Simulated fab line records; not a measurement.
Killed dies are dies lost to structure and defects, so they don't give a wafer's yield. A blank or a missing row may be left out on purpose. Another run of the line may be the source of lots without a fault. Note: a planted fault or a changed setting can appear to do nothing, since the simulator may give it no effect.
fab line records | flow ritCmos | part 2 of 2: steps 34 to 47 of 47
record lots=5 | wafers=15 | lastDay=8
route steps=202 shown ACTIVE@2 FOX1@20 FOX2@23 NWELL@28 PWELL@39
lots untouched by any fault: they come from a run of this same line in which no faults occurred
startH: the number of hours between the record's first day and the start of the first shown wafer of the lot | waitH: hours elapsed since this lot's preceding step | " repeats the value in the row above | L1.1+2: one row covering several wafers at once | - either no value or no given start | * or withheld: withheld | < > ~ a bound
route shown NAME@n: names a module that has steps shown in the file, with the first one's number in the route | usual: mean and standard deviation over wafers with no fault | same: alike in all rows | chamber/n: place in a boat | sites: each site's reading | _std_site: the values' standard deviation | _edge_site: mean of outer sites minus mean of inner sites | radiusMm: how far each site lies from the wafer's centre | mask NAME#n: copy n | behind: the last tool/chamber to shape the wafer | hold: reason for holding the lot/hours on hold/outcome of the hold | device: which transistor (n, p or np) failed to switch | end of line: tests run on the same wafers once the route is complete | step lacking rows: just its recipe | killed: count of dies lost to structure and defects at first sort (not the wafer's yield) | map: a wafer's dies, x killed, . not, _ none there
set.NAME: setting as actually run; set.NAME@STEP: the setting as run at that earlier step | model.NAME: the simulator's own value behind a step, which no gauge read
lots at selected steps of the route; one table per step, one row per wafer
services: from which hour (startH, from the record's first day; less than 0 if before it) a tool's chamber was out of use, for how many hours, and why
## steps
# step RIT_NWELL_HARDBAKE_07
# recipe resist=NOVOLAK | tempC=140 | timeS=120
lot.wafer  | tool          | chamber | startH | waitH
L077.2+4+6 | lithoTrack-03 | 0       | 37.61  | 0.1
L078.1+4+5 | lithoTrack-01 | 0       | 45.80  | 0.1
L090.1+3+4 | lithoTrack-02 | 0       | 105.36 | 0.0
L091.2+4+5 | lithoTrack-03 | 0       | 107.83 | 0.1
L095.2+4+5 | lithoTrack-02 | 0       | 136.05 | 0.1
# step RIT_NWELL_IMPLANT_08
# recipe species=P | energyKev=170 | doseCm2=5e+13 | tiltDeg=7.293
lot.wafer  | tool         | chamber | startH | waitH
L077.2+4+6 | implanter-02 | 0       | 37.84  | 0.2
L078.1+4+5 | implanter-01 | 0       | 46.05  | 0.2
L090.1+3+4 | implanter-02 | 0       | 105.61 | 0.2
L091.2+4+5 | implanter-02 | 0       | 108.07 | 0.2
L095.2+4+5 | implanter-02 | 0       | 136.28 | 0.2
# step RIT_NWELL_STRIP_09
# recipe chemistry=O2 | timeS=180 | resist=NOVOLAK | platenTempC=withheld | powerW=500 | pressureMtorr=4000 | o2FlowSccm=4000
# usual drypumpMotorCurrentA=5.8/0.48
lot.wafer | tool           | chamber | startH | waitH | drypumpMotorCurrentA | rfHoursCounterH
L077.2    | plasmaAsher-04 | 0       | 37.96  | 0.1   | 5.9                  | 39
L077.4    | "              | 0       | "      | "     | 5.9                  | -
L077.6    | "              | 0       | "      | "     | 5.9                  | -
L078.1    | plasmaAsher-02 | 1       | 46.20  | 0.1   | 6.5                  | 41
L078.4    | "              | 1       | "      | "     | 6.6                  | -
L078.5    | "              | 0       | "      | "     | 5.1                  | -
L090.1    | plasmaAsher-02 | 0       | 105.76 | 0.1   | 5.1                  | 48
L090.3    | "              | 0       | "      | "     | 5.1                  | -
L090.4    | "              | 1       | "      | "     | 6.6                  | -
L091.2    | plasmaAsher-04 | 1       | 108.19 | 0.1   | 5.6                  | 47
L091.4    | "              | 0       | "      | "     | 5.9                  | -
L091.5    | "              | 0       | "      | "     | 5.9                  | -
L095.2    | plasmaAsher-02 | 1       | 136.41 | 0.1   | 6.6                  | 1
L095.4    | "              | 0       | "      | "     | 5.1                  | -
L095.5    | "              | 0       | "      | "     | 5.1                  | -
# step RIT_NWELL_TW_MEAS_10
# usual NWELL_TW=2121/16
lot.wafer | tool         | chamber | startH | waitH | NWELL_TW
L077.2    | filmMetro-01 | -       | 38.15  | 0.1   | 2107
L077.4    | "            | -       | "      | "     | 2101
L077.6    | "            | -       | "      | "     | 2104
L078.1    | filmMetro-01 | -       | 46.38  | 0.1   | 2125
L078.4    | "            | -       | "      | "     | 2106
L078.5    | "            | -       | "      | "     | 2107
L090.1    | filmMetro-04 | -       | 105.93 | 0.1   | 2133
L090.3    | "            | -       | "      | "     | 2131
L090.4    | "            | -       | "      | "     | 2136
L091.2    | filmMetro-03 | -       | 108.38 | 0.1   | 2099
L091.4    | "            | -       | "      | "     | 2110
L091.5    | "            | -       | "      | "     | 2114
L095.2    | filmMetro-01 | -       | 136.59 | 0.1   | 2129
L095.4    | "            | -       | "      | "     | 2132
L095.5    | "            | -       | "      | "     | 2122
# step RIT_PWELL_HMDS_00
# recipe primeTimeS=60 | primeTempC=140
# same primeTimeS=60
lot.wafer  | tool          | chamber | startH | waitH
L077.2+4+6 | lithoTrack-03 | 0       | 38.22  | 0.1
L078.1+4+5 | lithoTrack-02 | 0       | 46.44  | 0.1
L090.1+3+4 | lithoTrack-02 | 0       | 105.99 | 0.1
L091.2+4+5 | lithoTrack-04 | 0       | 108.45 | 0.1
L095.2+4+5 | lithoTrack-04 | 0       | 136.67 | 0.1
# step RIT_PWELL_COAT_01
# recipe resist=NOVOLAK | spinRpm=2000 | resistThkNm=1300
lot.wafer  | tool          | chamber | startH | waitH
L077.2+4+6 | lithoTrack-03 | 0       | 38.37  | 0.1
L078.1+4+5 | lithoTrack-02 | 0       | 46.59  | 0.1
L090.1+3+4 | lithoTrack-02 | 0       | 106.14 | 0.1
L091.2+4+5 | lithoTrack-04 | 0       | 108.60 | 0.1
L095.2+4+5 | lithoTrack-04 | 0       | 136.82 | 0.1
# step RIT_PWELL_SOFTBAKE_02
# recipe resist=NOVOLAK | tempC=90 | timeS=60
lot.wafer  | tool          | chamber | startH | waitH
L077.2+4+6 | lithoTrack-03 | 0       | 38.52  | 0.1
L078.1+4+5 | lithoTrack-02 | 0       | 46.74  | 0.1
L090.1+3+4 | lithoTrack-02 | 0       | 106.29 | 0.1
L091.2+4+5 | lithoTrack-04 | 0       | 108.75 | 0.1
L095.2+4+5 | lithoTrack-04 | 0       | 136.97 | 0.1
# step RIT_PWELL_EXPOSE_03
# recipe maskId=M3 | na=0.57 | targetCdNm=43700 | doseMj=250
# usual exposureDoseMJCm2=249.99/0.25
lot.wafer | tool            | chamber | startH | waitH | mask | exposureDoseMJCm2
L077.2    | ilineStepper-02 | 0       | 38.67  | 0.1   | M3#0 | 250.05
L077.4    | "               | 0       | "      | "     | M3#0 | 249.68
L077.6    | "               | 0       | "      | "     | M3#0 | 250.24
L078.1    | ilineStepper-02 | 0       | 46.89  | 0.1   | M3#0 | 249.84
L078.4    | "               | 0       | "      | "     | M3#0 | 249.58
L078.5    | "               | 0       | "      | "     | M3#0 | 249.43
L090.1    | ilineStepper-01 | 0       | 106.57 | 0.2   | M3#0 | 250.38
L090.3    | "               | 0       | "      | "     | M3#0 | 250.40
L090.4    | "               | 0       | "      | "     | M3#0 | 250.34
L091.2    | ilineStepper-02 | 0       | 109.03 | 0.3   | M3#0 | 249.82
L091.4    | "               | 0       | "      | "     | M3#0 | 250.04
L091.5    | "               | 0       | "      | "     | M3#0 | 249.69
L095.2    | ilineStepper-02 | 0       | 137.23 | 0.2   | M3#0 | 249.56
L095.4    | "               | 0       | "      | "     | M3#0 | 249.92
L095.5    | "               | 0       | "      | "     | M3#0 | 250.27
# step RIT_PWELL_PEB_04
# recipe resist=NOVOLAK | tempC=withheld | timeS=withheld
lot.wafer  | tool          | chamber | startH | waitH
L077.2+4+6 | lithoTrack-02 | 0       | 38.80  | 0.1
L078.1+4+5 | lithoTrack-04 | 0       | 47.02  | 0.1
L090.1+3+4 | lithoTrack-03 | 0       | 106.68 | 0.1
L091.2+4+5 | lithoTrack-03 | 0       | 109.35 | 0.3
L095.2+4+5 | lithoTrack-03 | 0       | 137.36 | 0.1
# step RIT_PWELL_DEVELOP_05
# recipe resist=NOVOLAK | developTimeS=70.14 | devTempC=23
lot.wafer  | tool          | chamber | startH | waitH
L077.2+4+6 | lithoTrack-02 | 0       | -      | -
L078.1+4+5 | lithoTrack-04 | 0       | -      | -
L090.1+3+4 | lithoTrack-03 | 0       | -      | -
L091.2+4+5 | lithoTrack-03 | 0       | -      | -
L095.2+4+5 | lithoTrack-03 | 0       | -      | -
# step RIT_PWELL_OVL_MEAS_06
# usual PWELL_OVL=-0.3/1.5
lot.wafer | tool       | chamber | startH | waitH | PWELL_OVL[nm]
L077.2    | overlay-02 | -       | 39.09  | -     | -3.4
L077.4    | "          | -       | "      | "     | -1.6
L077.6    | "          | -       | "      | "     | -1.7
L078.1    | overlay-02 | -       | 47.34  | -     | -3.1
L078.4    | "          | -       | "      | "     | -1.7
L078.5    | "          | -       | "      | "     | -2.4
L090.1    | overlay-02 | -       | 107.00 | -     | 0.5
L090.3    | "          | -       | "      | "     | -0.1
L090.4    | "          | -       | "      | "     | 0.9
L091.2    | overlay-01 | -       | 109.65 | -     | -0.9
L091.4    | "          | -       | "      | "     | 0.3
L091.5    | "          | -       | "      | "     | -1.4
L095.2    | overlay-01 | -       | 137.65 | -     | 0.5
L095.4    | "          | -       | "      | "     | 0.6
L095.5    | "          | -       | "      | "     | -0.7
# step RIT_PWELL_HARDBAKE_07
# recipe resist=NOVOLAK | tempC=140 | timeS=120
lot.wafer  | tool          | chamber | startH | waitH
L077.2+4+6 | lithoTrack-03 | 0       | 39.17  | 0.1
L078.1+4+5 | lithoTrack-02 | 0       | 47.37  | 0.0
L090.1+3+4 | lithoTrack-04 | 0       | 107.03 | 0.0
L091.2+4+5 | lithoTrack-02 | 0       | 109.72 | 0.1
L095.2+4+5 | lithoTrack-03 | 0       | 137.72 | 0.1
# step RIT_PWELL_IMPLANT_08
# recipe species=B | energyKev=170 | doseCm2=7e+13 | tiltDeg=7
lot.wafer  | tool         | chamber | startH | waitH
L077.2+4+6 | implanter-02 | 0       | 39.40  | 0.2
L078.1+4+5 | implanter-04 | 0       | 47.62  | 0.2
L090.1+3+4 | implanter-04 | 0       | 107.28 | 0.2
L091.2+4+5 | implanter-02 | 0       | 109.95 | 0.2
L095.2+4+5 | implanter-04 | 0       | 137.96 | 0.2
# step RIT_PWELL_STRIP_09
# recipe chemistry=O2 | timeS=180 | resist=NOVOLAK | platenTempC=withheld | powerW=500 | pressureMtorr=4000 | o2FlowSccm=4000
# usual drypumpMotorCurrentA=5.7/0.56
lot.wafer | tool           | chamber | startH | waitH | drypumpMotorCurrentA | rfHoursCounterH
L077.2    | plasmaAsher-02 | 0       | 39.52  | 0.1   | 5.1                  | 41
L077.4    | "              | 1       | "      | "     | 6.6                  | -
L077.6    | "              | 1       | "      | "     | 6.5                  | -
L078.1    | plasmaAsher-04 | 0       | 47.77  | 0.1   | 5.9                  | 40
L078.4    | "              | 1       | "      | "     | 5.6                  | -
L078.5    | "              | 0       | "      | "     | 5.9                  | -
L090.1    | plasmaAsher-02 | 0       | 107.43 | 0.1   | 5.1                  | 48
L090.3    | "              | 1       | "      | "     | 6.6                  | -
L090.4    | "              | 0       | "      | "     | 5.1                  | -
L091.2    | plasmaAsher-04 | 1       | 110.08 | 0.1   | 5.7                  | 47
L091.4    | "              | 1       | "      | "     | 5.7                  | -
L091.5    | "              | 0       | "      | "     | 5.9                  | -
L095.2    | plasmaAsher-01 | 1       | 138.08 | 0.1   | 5.8                  | 35
L095.4    | "              | 0       | "      | "     | 5.1                  | -
L095.5    | "              | 1       | "      | "     | 5.7                  | -
## services
tool            | chamber | startH | hours | kind
plasmaAsher-04  | -       | 5.19   | 4.1   | repair
furnace-03      | -       | 13.11  | 3.3   | pm
ilineStepper-01 | -       | 15.01  | 0.6   | repair
ilineStepper-01 | 0       | 16.73  | -     | calibration
rieDiel-04      | -       | 48.21  | 0.6   | repair
implanter-04    | -       | 48.70  | 4.8   | repair
implanter-04    | -       | 53.48  | 5.7   | pm
ilineStepper-02 | -       | 61.37  | 1.7   | pm
ilineStepper-01 | -       | 83.57  | 13.7  | repair
rieDiel-01      | 2       | 86.21  | 4.9   | repair
furnace-01      | -       | 94.80  | 6.2   | pm
ilineStepper-02 | -       | 104.00 | 2.4   | repair
ilineStepper-01 | -       | 108.24 | 1.7   | repair
plasmaAsher-02  | -       | 108.75 | 9.0   | pm
plasmaAsher-02  | 0       | 108.75 | 11.4  | ventCycle
furnace-03      | -       | 108.96 | 3.6   | pm
ilineStepper-02 | -       | 115.72 | 8.9   | pm
plasmaAsher-02  | -       | 116.00 | 4.1   | repair
lpcvd-01        | -       | 122.21 | 2.8   | pm
rieDiel-01      | 2       | 127.52 | 1.4   | repair
rieDiel-02      | 0       | 129.28 | 2.8   | repair
ilineStepper-02 | 0       | 129.29 | -     | calibration
rieDiel-01      | -       | 129.32 | 0.4   | repair
plasmaAsher-01  | -       | 132.24 | 3.4   | repair
